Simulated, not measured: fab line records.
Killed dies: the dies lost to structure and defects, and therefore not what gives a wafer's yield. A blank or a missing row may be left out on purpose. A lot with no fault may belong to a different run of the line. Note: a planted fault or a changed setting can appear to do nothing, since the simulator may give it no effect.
fab line records ; flow rit_cmos
record lots=14; wafers=42; last_day=7
route steps=202 shown ACTIVE@15 PSD@150 SILICIDE@167 CONTACT@180 M1@202
lots that met no fault: from a run of the same line without faults
start_h: hours from the record's opening day to when the first of the lot's shown wafers began ; wait_h: how many hours have passed since the lot's step before this one ; " identical to the entry in the row above ; L1.1+2: several wafers, shown together as one row ; - no value, or no start given ; * or withheld: withheld ; < > ~ a bound
route shown NAME@n: NAME is a module with steps in the file, n the number in the route of the first one ; usual: mean/standard deviation taken from wafers without a fault ; same: alike in all rows ; chamber/n: place in a boat ; sites: the reading at each site ; _std_site: standard deviation of those values ; _edge_site: outer sites' mean less inner sites' ; radius_mm: how far each site lies from the wafer's centre ; mask NAME#n: copy n ; behind: the most recent tool/chamber to have shaped the wafer ; hold: what put the lot on hold/how long, in hours/how the hold closed ; device: the n, p or np transistor that did not switch ; end of line: tests run on the same wafers once the route is complete ; a step with no rows: only its recipe ; killed: the dies lost at the first sort to structure and to defects; this is not the yield of the wafer ; map: a wafer's dies, x killed, . not, _ none there
set.NAME: setting as actually run; set.NAME@STEP: the setting as run at that earlier step ; model.NAME: the simulator's own value behind a step, which no gauge read
steps of the route over a sample of lots; a table a step, a row a wafer
services: the hour from which a tool's chamber was out of use, counted from the record's first day as start_h (under 0 if before that day), plus the number of hours and why
## steps
# step RIT_ACTIVE_STRIP_14
# recipe chemistry=O2; time_s=180; resist=NOVOLAK; platen_temp_c=withheld; power_w=500; pressure_mtorr=4000; o2_flow_sccm=4000
# usual drypump_motor_current_A=5.8/0.37
lot.wafer;tool;chamber;start_h;wait_h;drypump_motor_current_A;rf_hours_counter_h
L544.1;plasma_asher-04;1;15.43;0.1;6.1;37
L544.4;plasma_asher-04;1;15.43;0.1;6.1;-
L544.5;plasma_asher-04;1;15.43;0.1;6.1;-
L545.1;plasma_asher-04;0;22.40;0.1;6.5;38
L545.2;plasma_asher-04;1;22.40;0.1;6.1;38
L545.5;plasma_asher-04;1;22.40;0.1;6.1;-
L546.2;plasma_asher-02;0;26.05;0.1;5.5;37
L546.3;plasma_asher-02;0;26.05;0.1;5.5;-
L546.6;plasma_asher-02;1;26.05;0.1;5.5;-
L547.1;plasma_asher-03;1;31.25;0.1;5.6;39
L547.5;plasma_asher-03;1;31.25;0.1;5.6;-
L547.6;plasma_asher-03;0;31.25;0.1;5.7;-
L548.2;plasma_asher-03;0;35.09;0.1;5.7;39
L548.4;plasma_asher-03;1;35.09;0.1;5.5;-
L548.6;plasma_asher-03;1;35.09;0.1;5.5;-
L549.2;plasma_asher-03;1;41.12;0.1;5.6;40
L549.3;plasma_asher-03;1;41.12;0.1;5.6;-
L549.5;plasma_asher-03;0;41.12;0.1;5.7;-
L550.2;plasma_asher-02;0;44.84;0.1;5.4;39
L550.3;plasma_asher-02;0;44.84;0.1;5.4;-
L550.6;plasma_asher-02;1;44.84;0.1;5.5;-
L551.3;plasma_asher-02;0;50.60;0.1;5.5;-
L551.5;plasma_asher-02;1;50.60;0.1;5.5;-
L551.6;plasma_asher-02;0;50.60;0.1;5.5;-
L553.1;plasma_asher-04;1;59.95;0.1;6.1;42
L553.3;plasma_asher-04;1;59.95;0.1;6.1;-
L553.5;plasma_asher-04;1;59.95;0.1;6.1;-
L555.1;plasma_asher-04;1;71.67;0.1;6.1;43
L555.2;plasma_asher-04;0;71.67;0.1;6.5;43
L555.5;plasma_asher-04;0;71.67;0.1;6.5;-
L561.2;plasma_asher-02;1;100.76;0.1;5.5;45
L561.5;plasma_asher-02;1;100.76;0.1;5.5;-
L561.6;plasma_asher-02;0;100.76;0.1;5.4;-
L562.1;plasma_asher-03;1;106.89;0.1;5.5;47
L562.3;plasma_asher-03;0;106.89;0.1;5.6;-
L562.4;plasma_asher-03;1;106.89;0.1;5.6;-
L564.1;plasma_asher-04;1;118.43;0.1;6.1;47
L564.3;plasma_asher-04;0;118.43;0.1;6.5;-
L564.5;plasma_asher-04;0;118.43;0.1;6.6;-
L566.4;plasma_asher-02;0;125.72;0.1;5.5;-
L566.5;plasma_asher-02;0;125.72;0.1;5.5;-
L566.6;plasma_asher-02;1;125.72;0.1;5.5;-
# step RIT_PSD_IMPLANT_08
# recipe species=BF2; energy_kev=27; dose_cm2=5e+15; tilt_deg=7
# usual dose_ions_cm2=4.999e+15/5.9e+12; faraday_current_uA=12011/1200
lot.wafer;tool;chamber;start_h;wait_h;dose_ions_cm2;faraday_current_uA
L544.1;implanter-01;0;55.35;0.1;5.01e+15;11091
L544.4;implanter-01;0;55.35;0.1;5.002e+15;10741
L544.5;implanter-01;0;55.35;0.1;5.01e+15;11117
L545.1;implanter-01;0;58.18;0.1;5.004e+15;10957
L545.2;implanter-01;0;58.18;0.1;5.008e+15;10608
L545.5;implanter-01;0;58.18;0.1;5.005e+15;11330
L546.2;implanter-03;0;61.20;0.1;4.989e+15;13318
L546.3;implanter-03;0;61.20;0.1;5.004e+15;13914
L546.6;implanter-03;0;61.20;0.1;4.991e+15;13644
L547.1;implanter-01;0;69.07;0.1;4.998e+15;11035
L547.5;implanter-01;0;69.07;0.1;4.994e+15;11254
L547.6;implanter-01;0;69.07;0.1;4.994e+15;10766
L548.2;implanter-01;0;71.51;0.1;5.003e+15;10754
L548.4;implanter-01;0;71.51;0.1;4.998e+15;10760
L548.6;implanter-01;0;71.51;0.1;4.999e+15;10840
L549.2;implanter-01;0;77.98;0.1;4.988e+15;10801
L549.3;implanter-01;0;77.98;0.1;4.988e+15;10778
L549.5;implanter-01;0;77.98;0.1;4.994e+15;10863
L550.2;implanter-01;0;81.45;0.1;5.007e+15;10945
L550.3;implanter-01;0;81.45;0.1;5.007e+15;11209
L550.6;implanter-01;0;81.45;0.1;5.007e+15;10748
L551.3;implanter-01;0;86.51;0.1;2.145e+15;6575
L551.5;implanter-01;0;86.51;0.1;2.13e+15;6803
L551.6;implanter-01;0;86.51;0.1;2.133e+15;6745
L553.1;implanter-01;0;100.63;0.1;2.131e+15;6547
L553.3;implanter-01;0;100.63;0.1;2.135e+15;6668
L553.5;implanter-01;0;100.63;0.1;2.129e+15;6678
L555.1;implanter-01;0;112.05;0.1;2.133e+15;6510
L555.2;implanter-01;0;112.05;0.1;2.132e+15;6508
L555.5;implanter-01;0;112.05;0.1;2.137e+15;6590
L561.2;implanter-03;0;140.06;0.1;5.002e+15;13487
L561.5;implanter-03;0;140.06;0.1;5.002e+15;13148
L561.6;implanter-03;0;140.06;0.1;5.004e+15;13211
L562.1;implanter-03;0;143.97;0.1;4.997e+15;12975
L562.3;implanter-03;0;143.97;0.1;5.006e+15;13121
L562.4;implanter-03;0;143.97;0.1;5.007e+15;13640
L564.1;implanter-03;0;156.11;0.1;5.011e+15;13295
L564.3;implanter-03;0;156.11;0.1;5.005e+15;13222
L564.5;implanter-03;0;156.11;0.1;5.001e+15;13600
L566.4;implanter-03;0;162.87;0.1;5e+15;12874
L566.5;implanter-03;0;162.87;0.1;5.005e+15;13153
L566.6;implanter-03;0;162.87;0.1;4.995e+15;13116
# step RIT_PSD_TW_MEAS_10
# usual PSD_TW=3416/14
lot.wafer;tool;chamber;start_h;wait_h;PSD_TW
L544.1;film_metro-02;-;55.67;0.1;3409
L544.4;film_metro-02;-;55.67;0.1;3443
L544.5;film_metro-02;-;55.67;0.1;3409
L545.1;film_metro-04;-;58.51;0.1;3429
L545.2;film_metro-04;-;58.51;0.1;3416
L545.5;film_metro-04;-;58.51;0.1;3443
L546.2;film_metro-02;-;61.51;0.1;3413
L546.3;film_metro-02;-;61.51;0.1;3419
L546.6;film_metro-02;-;61.51;0.1;3418
L547.1;film_metro-02;-;69.40;0.1;3436
L547.5;film_metro-02;-;69.40;0.1;3429
L547.6;film_metro-02;-;69.40;0.1;3450
L548.2;film_metro-03;-;71.82;0.1;3402
L548.4;film_metro-03;-;71.82;0.1;3403
L548.6;film_metro-03;-;71.82;0.1;3396
L549.2;film_metro-02;-;78.29;0.1;3403
L549.3;film_metro-02;-;78.29;0.1;3422
L549.5;film_metro-02;-;78.29;0.1;3400
L550.2;film_metro-03;-;81.76;0.1;3438
L550.3;film_metro-03;-;81.76;0.1;3433
L550.6;film_metro-03;-;81.76;0.1;3431
L551.3;film_metro-03;-;86.81;0.1;3060
L551.5;film_metro-03;-;86.81;0.1;3051
L551.6;film_metro-03;-;86.81;0.1;3080
L553.1;film_metro-03;-;100.96;0.1;3070
L553.3;film_metro-03;-;100.96;0.1;3065
L553.5;film_metro-03;-;100.96;0.1;3063
L555.1;film_metro-03;-;112.38;0.1;3056
L555.2;film_metro-03;-;112.38;0.1;3058
L555.5;film_metro-03;-;112.38;0.1;3071
L561.2;film_metro-04;-;140.37;0.1;3411
L561.5;film_metro-04;-;140.37;0.1;3413
L561.6;film_metro-04;-;140.37;0.1;3425
L562.1;film_metro-03;-;144.30;0.1;3384
L562.3;film_metro-03;-;144.30;0.1;3376
L562.4;film_metro-03;-;144.30;0.1;3415
L564.1;film_metro-02;-;156.43;0.1;3438
L564.3;film_metro-02;-;156.43;0.1;3410
L564.5;film_metro-02;-;156.43;0.1;3432
L566.4;film_metro-03;-;163.15;0.1;3401
L566.5;film_metro-03;-;163.15;0.1;3396
L566.6;film_metro-03;-;163.15;0.1;3410
# step RIT_SDANNEAL_RS_MEAS_04
# recipe thk_meas_gauge=four-point-probe
# usual PSD_RS=115.9/0.32
lot.wafer;tool;chamber;start_h;wait_h;PSD_RS[ohm/sq]
L544.1;film_metro-03;-;56.16;0.0;115.9
L544.4;film_metro-03;-;56.16;0.0;115.7
L544.5;film_metro-03;-;56.16;0.0;115.3
L545.1;film_metro-03;-;59.01;0.0;115.7
L545.2;film_metro-03;-;59.01;0.0;115.7
L545.5;film_metro-03;-;59.01;0.0;115.8
L546.2;film_metro-03;-;62.18;0.1;115.9
L546.3;film_metro-03;-;62.18;0.1;116.2
L546.6;film_metro-03;-;62.18;0.1;115.9
L547.1;film_metro-02;-;69.88;0.0;115.9
L547.5;film_metro-02;-;69.88;0.0;115.8
L547.6;film_metro-02;-;69.88;0.0;116.1
L548.2;film_metro-02;-;72.32;0.1;115.8
L548.4;film_metro-02;-;72.32;0.1;116.0
L548.6;film_metro-02;-;72.32;0.1;116.1
L549.2;film_metro-03;-;78.78;0.1;116.3
L549.3;film_metro-03;-;78.78;0.1;116.0
L549.5;film_metro-03;-;78.78;0.1;116.3
L550.2;film_metro-03;-;82.26;0.1;116.0
L550.3;film_metro-03;-;82.26;0.1;116.0
L550.6;film_metro-03;-;82.26;0.1;116.4
L551.3;film_metro-04;-;87.31;0.1;127.7
L551.5;film_metro-04;-;87.31;0.1;127.8
L551.6;film_metro-04;-;87.31;0.1;128.0
L553.1;film_metro-02;-;101.44;0.0;128.8
L553.3;film_metro-02;-;101.44;0.0;128.8
L553.5;film_metro-02;-;101.44;0.0;128.5
L555.1;film_metro-02;-;112.88;0.0;128.8
L555.2;film_metro-02;-;112.88;0.0;128.7
L555.5;film_metro-02;-;112.88;0.0;128.6
L561.2;film_metro-02;-;140.90;0.1;115.7
L561.5;film_metro-02;-;140.90;0.1;115.6
L561.6;film_metro-02;-;140.90;0.1;115.6
L562.1;film_metro-03;-;144.84;0.1;115.7
L562.3;film_metro-03;-;144.84;0.1;115.7
L562.4;film_metro-03;-;144.84;0.1;115.8
L564.1;film_metro-02;-;156.97;0.1;115.8
L564.3;film_metro-02;-;156.97;0.1;115.6
L564.5;film_metro-02;-;156.97;0.1;115.9
L566.4;film_metro-04;-;163.67;0.1;116.2
L566.5;film_metro-04;-;163.67;0.1;116.4
L566.6;film_metro-04;-;163.67;0.1;116.4
# step RIT_SILICIDE_RTA_06
# recipe temp_c=750; time_s=10; idle_temp_c=25; ramp_up_s=5; ramp_down_s=10; cool_to_c=25; ambient=N2
# usual wafer_temp_C_max=752.7/0.71
lot.wafer;tool;chamber;start_h;wait_h;wafer_temp_C_max
L544.1;rtp_anneal-02;0;57.16;0.0;753.2
L544.4;rtp_anneal-02;0;57.16;0.0;752.6
L544.5;rtp_anneal-02;0;57.16;0.0;752.5
L545.1;rtp_anneal-01;0;59.94;0.0;754.9
L545.2;rtp_anneal-01;0;59.94;0.0;753.2
L545.5;rtp_anneal-01;0;59.94;0.0;751.8
L546.2;rtp_anneal-02;0;63.10;0.0;753.0
L546.3;rtp_anneal-02;0;63.10;0.0;752.4
L546.6;rtp_anneal-02;0;63.10;0.0;752.0
L547.1;rtp_anneal-01;0;70.85;0.0;753.2
L547.5;rtp_anneal-01;0;70.85;0.0;753.7
L547.6;rtp_anneal-01;0;70.85;0.0;752.8
L548.2;rtp_anneal-02;0;73.24;0.0;752.7
L548.4;rtp_anneal-02;0;73.24;0.0;752.5
L548.6;rtp_anneal-02;0;73.24;0.0;751.3
L549.2;rtp_anneal-01;0;79.70;0.0;752.7
L549.3;rtp_anneal-01;0;79.70;0.0;753.5
L549.5;rtp_anneal-01;0;79.70;0.0;753.1
L550.2;rtp_anneal-02;0;83.18;0.0;752.8
L550.3;rtp_anneal-02;0;83.18;0.0;752.8
L550.6;rtp_anneal-02;0;83.18;0.0;752.4
L551.3;rtp_anneal-01;0;88.22;0.0;753.0
L551.5;rtp_anneal-01;0;88.22;0.0;751.4
L551.6;rtp_anneal-01;0;88.22;0.0;753.1
L553.1;rtp_anneal-01;0;102.37;0.0;753.4
L553.3;rtp_anneal-01;0;102.37;0.0;753.0
L553.5;rtp_anneal-01;0;102.37;0.0;752.0
L555.1;rtp_anneal-01;0;113.82;0.0;753.1
L555.2;rtp_anneal-01;0;113.82;0.0;753.3
L555.5;rtp_anneal-01;0;113.82;0.0;752.6
L561.2;rtp_anneal-01;0;141.89;0.0;753.1
L561.5;rtp_anneal-01;0;141.89;0.0;752.3
L561.6;rtp_anneal-01;0;141.89;0.0;754.6
L562.1;rtp_anneal-02;0;145.77;0.0;752.7
L562.3;rtp_anneal-02;0;145.77;0.0;751.8
L562.4;rtp_anneal-02;0;145.77;0.0;752.6
L564.1;rtp_anneal-02;0;157.91;0.0;752.0
L564.3;rtp_anneal-02;0;157.91;0.0;752.9
L564.5;rtp_anneal-02;0;157.91;0.0;752.4
L566.4;rtp_anneal-02;0;164.57;0.0;753.0
L566.5;rtp_anneal-02;0;164.57;0.0;752.1
L566.6;rtp_anneal-02;0;164.57;0.0;752.7
# step RIT_CONTACT_STRIP_12
# recipe chemistry=O2; time_s=180; resist=NOVOLAK; platen_temp_c=withheld; power_w=500; pressure_mtorr=4000; o2_flow_sccm=4000
# usual drypump_motor_current_A=5.7/0.45
lot.wafer;tool;chamber;start_h;wait_h;drypump_motor_current_A;rf_hours_counter_h
L544.1;plasma_asher-01;1;59.08;0.1;5.1;26
L544.4;plasma_asher-01;0;59.08;0.1;5.6;-
L544.5;plasma_asher-01;1;59.08;0.1;5.1;-
L545.1;plasma_asher-02;1;61.81;0.1;5.5;41
L545.2;plasma_asher-02;0;61.81;0.1;5.5;41
L545.5;plasma_asher-02;1;61.81;0.1;5.5;-
L546.2;plasma_asher-02;1;64.91;0.1;5.5;41
L546.3;plasma_asher-02;0;64.91;0.1;5.4;-
L546.6;plasma_asher-02;1;64.91;0.1;5.5;-
L547.1;plasma_asher-04;0;72.77;0.1;6.5;43
L547.5;plasma_asher-04;0;72.77;0.1;6.6;-
L547.6;plasma_asher-04;1;72.77;0.1;6.1;-
L548.2;plasma_asher-01;0;75.00;0.1;5.6;28
L548.4;plasma_asher-01;1;75.00;0.1;5.2;-
L548.6;plasma_asher-01;1;75.00;0.1;5.1;-
L549.2;plasma_asher-04;0;81.46;0.1;6.5;44
L549.3;plasma_asher-04;0;81.46;0.1;6.5;-
L549.5;plasma_asher-04;0;81.46;0.1;6.6;-
L550.2;plasma_asher-01;0;84.81;0.1;5.7;29
L550.3;plasma_asher-01;1;84.81;0.1;5.1;-
L550.6;plasma_asher-01;0;84.81;0.1;5.7;-
L551.3;plasma_asher-02;0;89.90;0.2;5.4;-
L551.5;plasma_asher-02;1;89.90;0.2;5.5;-
L551.6;plasma_asher-02;0;89.90;0.2;5.5;-
L553.1;plasma_asher-01;1;104.33;0.1;5.1;31
L553.3;plasma_asher-01;0;104.33;0.1;5.7;-
L553.5;plasma_asher-01;1;104.33;0.1;5.1;-
L555.1;plasma_asher-01;1;115.59;0.1;5.1;32
L555.2;plasma_asher-01;0;115.59;0.1;5.7;32
L555.5;plasma_asher-01;1;115.59;0.1;5.1;-
L561.2;plasma_asher-01;1;143.65;0.1;5.2;35
L561.5;plasma_asher-01;0;143.65;0.1;5.7;-
L561.6;plasma_asher-01;1;143.65;0.1;5.1;-
L562.1;plasma_asher-02;1;147.61;0.1;5.5;50
L562.3;plasma_asher-02;1;147.61;0.1;5.5;-
L562.4;plasma_asher-02;0;147.61;0.1;5.4;-
L564.1;plasma_asher-01;1;159.77;0.1;5.2;37
L564.3;plasma_asher-01;0;159.77;0.1;5.7;-
L564.5;plasma_asher-01;0;159.77;0.1;5.6;-
L566.4;plasma_asher-02;1;166.37;0.2;5.5;-
L566.5;plasma_asher-02;0;166.37;0.2;5.5;-
L566.6;plasma_asher-02;1;166.37;0.2;5.5;-
# step RIT_M1_PROBE_99
# usual killed_at_contacts=0.1/0.23; killed_at_front_end=6.7/2.7; killed_dies=6.7/2.7; killed_on_rim=1.8/1.2; killed_open=3.2/1.8; killed_short=3.5/1.9
# same gross_dies=264; killed_at_M0_to_M3=0; killed_at_M4_up=0; killed_at_back_side=0; killed_at_other=0
lot.wafer;tool;chamber;start_h;wait_h;killed_at_contacts;killed_at_front_end;killed_dies;killed_on_rim;killed_open;killed_short
L544.1;prober-01;-;63.90;0.1;0;4;4;2;2;2
L544.4;prober-01;-;64.05;0.2;0;3;3;1;1;2
L544.5;prober-01;-;64.10;0.2;0;5;5;2;3;2
L545.1;prober-02;-;66.59;0.1;0;11;11;4;7;4
L545.2;prober-02;-;66.64;0.1;1;1;2;1;2;0
L545.5;prober-02;-;66.79;0.2;0;9;9;5;5;4
L546.2;prober-01;-;69.64;0.1;0;7;7;3;2;5
L546.3;prober-01;-;69.69;0.2;0;10;10;3;7;3
L546.6;prober-01;-;69.84;0.2;0;6;6;2;4;2
L547.1;prober-02;-;77.46;0.1;0;10;10;1;6;4
L547.5;prober-02;-;77.66;0.2;0;7;7;1;3;4
L547.6;prober-02;-;77.71;0.2;0;4;4;0;2;2
L548.2;prober-01;-;79.92;0.1;0;8;8;2;5;3
L548.4;prober-01;-;80.02;0.2;0;6;6;3;3;3
L548.6;prober-01;-;80.12;0.2;0;10;10;6;4;6
L549.2;prober-02;-;86.44;0.1;0;9;9;2;5;4
L549.3;prober-02;-;86.49;0.2;0;3;3;1;2;1
L549.5;prober-02;-;86.59;0.2;0;6;6;0;2;4
L550.2;prober-01;-;89.52;0.1;0;6;6;2;3;3
L550.3;prober-01;-;89.57;0.2;0;7;7;3;5;2
L550.6;prober-01;-;89.72;0.2;0;11;11;3;4;7
L551.3;prober-02;-;94.73;0.2;0;7;7;0;1;6
L551.5;prober-02;-;94.83;0.2;0;6;6;2;4;2
L551.6;prober-02;-;94.88;0.2;0;6;6;1;4;2
L553.1;prober-01;-;109.12;0.1;0;8;8;4;4;4
L553.3;prober-01;-;109.22;0.2;0;2;2;1;1;1
L553.5;prober-01;-;109.32;0.2;1;5;6;1;2;4
L555.1;prober-01;-;120.26;0.1;0;5;5;3;2;2
L555.2;prober-01;-;120.31;0.1;0;6;6;1;2;3
L555.5;prober-01;-;120.46;0.2;0;12;12;2;3;9
L561.2;prober-01;-;148.38;0.1;0;5;5;1;4;1
L561.5;prober-01;-;148.53;0.2;0;5;5;1;3;2
L561.6;prober-01;-;148.58;0.2;0;12;12;3;6;6
L562.1;prober-02;-;152.31;0.1;0;9;9;4;4;5
L562.3;prober-02;-;152.41;0.2;0;11;11;4;7;4
L562.4;prober-02;-;152.46;0.2;0;14;14;2;5;9
L564.1;prober-02;-;166.14;0.1;0;5;5;2;1;4
L564.3;prober-02;-;166.24;0.2;0;3;3;1;0;3
L564.5;prober-02;-;166.34;0.2;0;7;7;1;5;2
L566.4;prober-02;-;171.22;0.2;0;11;11;3;5;6
L566.5;prober-02;-;171.27;0.2;0;8;8;2;7;1
L566.6;prober-02;-;171.32;0.2;0;6;6;2;3;3
# killed by level:class
L544.1 GATE:geometric_particle:open=1 GATE:geometric_particle:short=1 REOX:geometric_particle:open=1 SPACER:geometric_particle:short=1
L544.4 FOX1:geometric_particle:short=1 FOX2:geometric_particle:open=1 REOX:geometric_particle:short=1
L544.5 GATE:geometric_particle:open=3 GATE:geometric_particle:short=1 SILICIDE:geometric_particle:short=1
L545.1 SILICIDE:geometric_particle:open=4 FOX1:geometric_particle:short=3 FOX1:geometric_particle:open=1 GATE:geometric_particle:open=1 SPACER:geometric_particle:short=1 SPACER:geometric_particle:open=1
L545.2 SILICIDE:geometric_particle:open=1 CONTACT:geometric_particle:open=1
L545.5 GATE:geometric_particle:open=4 GATE:geometric_particle:short=2 FOX1:geometric_particle:short=1 FOX2:geometric_particle:short=1 SILICIDE:geometric_particle:open=1
L546.2 GATE:geometric_particle:short=2 REOX:geometric_particle:short=2 GATE:geometric_particle:open=1 SPACER:geometric_particle:open=1 SILICIDE:geometric_particle:short=1
L546.3 GATE:geometric_particle:short=3 GATE:geometric_particle:open=3 SPACER:geometric_particle:open=2 FOX2:geometric_particle:open=1 SILICIDE:geometric_particle:open=1
L546.6 GATE:geometric_particle:open=2 FOX1:geometric_particle:open=1 FOX2:geometric_particle:short=1 GATE:geometric_particle:short=1 SPACER:geometric_particle:open=1
L547.1 FOX1:geometric_particle:short=2 GATE:geometric_particle:open=2 GATE:geometric_particle:short=2 FOX2:geometric_particle:open=1 REOX:geometric_particle:open=1 SPACER:geometric_particle:open=1 SILICIDE:geometric_particle:open=1
L547.5 SPACER:geometric_particle:short=3 FOX1:geometric_particle:open=1 FOX1:geometric_particle:short=1 GATE:geometric_particle:open=1 REOX:geometric_particle:open=1
L547.6 REOX:geometric_particle:open=2 FOX2:geometric_particle:short=1 GATE:geometric_particle:short=1
L548.2 FOX1:geometric_particle:open=2 FOX1:geometric_particle:short=1 GATE:geometric_particle:open=1 GATE:geometric_particle:short=1 REOX:geometric_particle:open=1 SPACER:geometric_particle:short=1 SILICIDE:geometric_particle:open=1
L548.4 FOX1:geometric_particle:open=1 FOX1:geometric_particle:short=1 GATE:geometric_particle:short=1 FOX2:geometric_particle:short=1 GATE:geometric_particle:open=1 REOX:geometric_particle:open=1
L548.6 FOX1:geometric_particle:short=3 GATE:geometric_particle:short=3 REOX:geometric_particle:open=2 SPACER:geometric_particle:open=1 SILICIDE:geometric_particle:open=1
L549.2 FOX1:geometric_particle:short=3 FOX1:geometric_particle:open=2 GATE:geometric_particle:open=2 ACTIVE:geometric_particle:short=1 SPACER:geometric_particle:open=1
L549.3 GATE:geometric_particle:open=1 SPACER:geometric_particle:open=1 SPACER:geometric_particle:short=1
L549.5 SPACER:geometric_particle:short=2 FOX1:geometric_particle:short=1 GATE:geometric_particle:short=1 SPACER:geometric_particle:open=1 SILICIDE:geometric_particle:open=1
L550.2 GATE:geometric_particle:open=2 REOX:geometric_particle:short=2 FOX1:geometric_particle:short=1 SPACER:geometric_particle:open=1
L550.3 FOX1:geometric_particle:open=2 GATE:geometric_particle:open=2 GATE:geometric_particle:short=2 SILICIDE:geometric_particle:open=1
L550.6 FOX2:geometric_particle:short=3 GATE:geometric_particle:short=2 SILICIDE:geometric_particle:open=2 FOX1:geometric_particle:short=1 FOX2:geometric_particle:open=1 GATE:geometric_particle:open=1 REOX:geometric_particle:short=1
L551.3 REOX:geometric_particle:short=3 SPACER:geometric_particle:short=2 GATE:geometric_particle:open=1 GATE:geometric_particle:short=1
L551.5 FOX2:geometric_particle:open=2 FOX1:geometric_particle:short=1 GATE:geometric_particle:short=1 REOX:geometric_particle:open=1 SILICIDE:geometric_particle:open=1
L551.6 SPACER:geometric_particle:open=2 FOX2:geometric_particle:short=1 REOX:geometric_particle:open=1 SILICIDE:geometric_particle:short=1 SILICIDE:geometric_particle:open=1
L553.1 GATE:geometric_particle:short=3 GATE:geometric_particle:open=3 FOX1:geometric_particle:open=1 FOX2:geometric_particle:short=1
L553.3 GATE:geometric_particle:short=1 GATE:geometric_particle:open=1
L553.5 FOX1:geometric_particle:short=1 FOX1:geometric_particle:open=1 FOX2:geometric_particle:short=1 GATE:geometric_particle:short=1 REOX:geometric_particle:short=1 CONTACT:geometric_particle:open=1
L555.1 FOX1:geometric_particle:short=1 GATE:geometric_particle:open=1 GATE:geometric_particle:short=1 SPACER:geometric_particle:open=1 NSD:coat_microbubble_printed=1
L555.2 GATE:geometric_particle:short=3 GATE:geometric_particle:open=1 SILICIDE:geometric_particle:open=1 NSD:coat_microbubble_printed=1
L555.5 REOX:geometric_particle:short=3 SILICIDE:geometric_particle:short=3 FOX1:geometric_particle:short=1 FOX2:geometric_particle:short=1 FOX2:geometric_particle:open=1 GATE:geometric_particle:open=1 REOX:geometric_particle:open=1 SPACER:geometric_particle:short=1
L561.2 SPACER:geometric_particle:open=3 FOX2:geometric_particle:open=1 FOX2:geometric_particle:short=1
L561.5 SPACER:geometric_particle:open=2 FOX2:geometric_particle:short=1 FOX2:geometric_particle:open=1 GATE:geometric_particle:short=1
L561.6 GATE:geometric_particle:open=3 SPACER:geometric_particle:short=3 SPACER:geometric_particle:open=3 GATE:geometric_particle:short=2 REOX:geometric_particle:short=1
L562.1 GATE:geometric_particle:open=3 REOX:geometric_particle:short=2 SILICIDE:geometric_particle:short=2 FOX1:geometric_particle:open=1 GATE:geometric_particle:short=1
L562.3 GATE:geometric_particle:open=3 FOX1:geometric_particle:open=2 SILICIDE:geometric_particle:short=2 FOX1:geometric_particle:short=1 REOX:geometric_particle:open=1 SPACER:geometric_particle:short=1 SILICIDE:geometric_particle:open=1
L562.4 FOX2:geometric_particle:short=3 REOX:geometric_particle:short=3 SPACER:geometric_particle:open=3 FOX1:geometric_particle:short=2 FOX1:geometric_particle:open=1 GATE:geometric_particle:open=1 SILICIDE:geometric_particle:short=1
L564.1 FOX1:geometric_particle:short=1 GATE:geometric_particle:short=1 GATE:geometric_particle:open=1 REOX:geometric_particle:short=1 SPACER:geometric_particle:short=1
L564.3 GATE:geometric_particle:short=1 SPACER:geometric_particle:short=1 SILICIDE:geometric_particle:short=1
L564.5 GATE:geometric_particle:open=4 FOX1:geometric_particle:open=1 GATE:geometric_particle:short=1 SPACER:geometric_particle:short=1
L566.4 GATE:geometric_particle:short=5 FOX1:geometric_particle:open=2 FOX1:geometric_particle:short=1 FOX2:geometric_particle:open=1 GATE:geometric_particle:open=1 REOX:geometric_particle:open=1
L566.5 GATE:geometric_particle:open=5 GATE:geometric_particle:short=1 REOX:geometric_particle:open=1 SILICIDE:geometric_particle:open=1
L566.6 SILICIDE:geometric_particle:open=2 FOX1:geometric_particle:short=1 FOX1:geometric_particle:open=1 FOX2:geometric_particle:short=1 SPACER:geometric_particle:short=1
## services
tool;chamber;start_h;hours;kind
plasma_asher-02;-;-0.57;15.6;pm
implanter-01;-;6.35;5.2;repair
implanter-03;-;40.44;1.4;repair
implanter-03;-;61.99;1.6;repair
implanter-03;-;65.18;4.2;pm
plasma_asher-03;-;108.84;9.0;pm
plasma_asher-03;0;108.84;9.0;vent_cycle
plasma_asher-03;1;108.84;9.0;vent_cycle
plasma_asher-03;0;117.84;-;clean
plasma_asher-03;1;117.84;-;clean
implanter-01;-;121.85;5.3;pm
implanter-01;-;161.40;6.0;pm
## key
first_sign step=RIT_PSD_IMPLANT_08; reading=dose_ions_cm2; direction=down; sigmas=99+; usual=4.999e+15; struck=2.134e+15
effect step=RIT_PSD_IMPLANT_08; reading=faraday_current_uA; direction=down; sigmas=4.4; usual=12011; struck=6625
effect step=RIT_PSD_TW_MEAS_10; reading=PSD_TW; direction=down; sigmas=25; usual=3416; struck=3064
effect step=RIT_SDANNEAL_RS_MEAS_04; reading=PSD_RS; direction=up; sigmas=39; usual=115.9; struck=128.4
met_at RIT_PSD_IMPLANT_08
struck_lots L551,L553,L555
tester_left_out L551,L553,L555
not_acting_at RIT_ACTIVE_STRIP_14,RIT_SILICIDE_RTA_06,RIT_CONTACT_STRIP_12
onset_between 81.45 86.51
fault kind=process_parameter_drift; tool=implanter-01; chamber=-; onset_h=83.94; steps=RIT_PSD_IMPLANT_08; channel=dose_cm2; offset=-2.8639e+15; shape=step; end_h=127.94; acts_in=these_recipes_only; stated=5e+15
# tester_left_out: of these lots the tester's yield and bins aren't shown, on N5 and GAA mostly nor the transistor test; their killed dies are dies lost to structure and defects alone, not to doping, threshold or leakage, so they don't give the yield
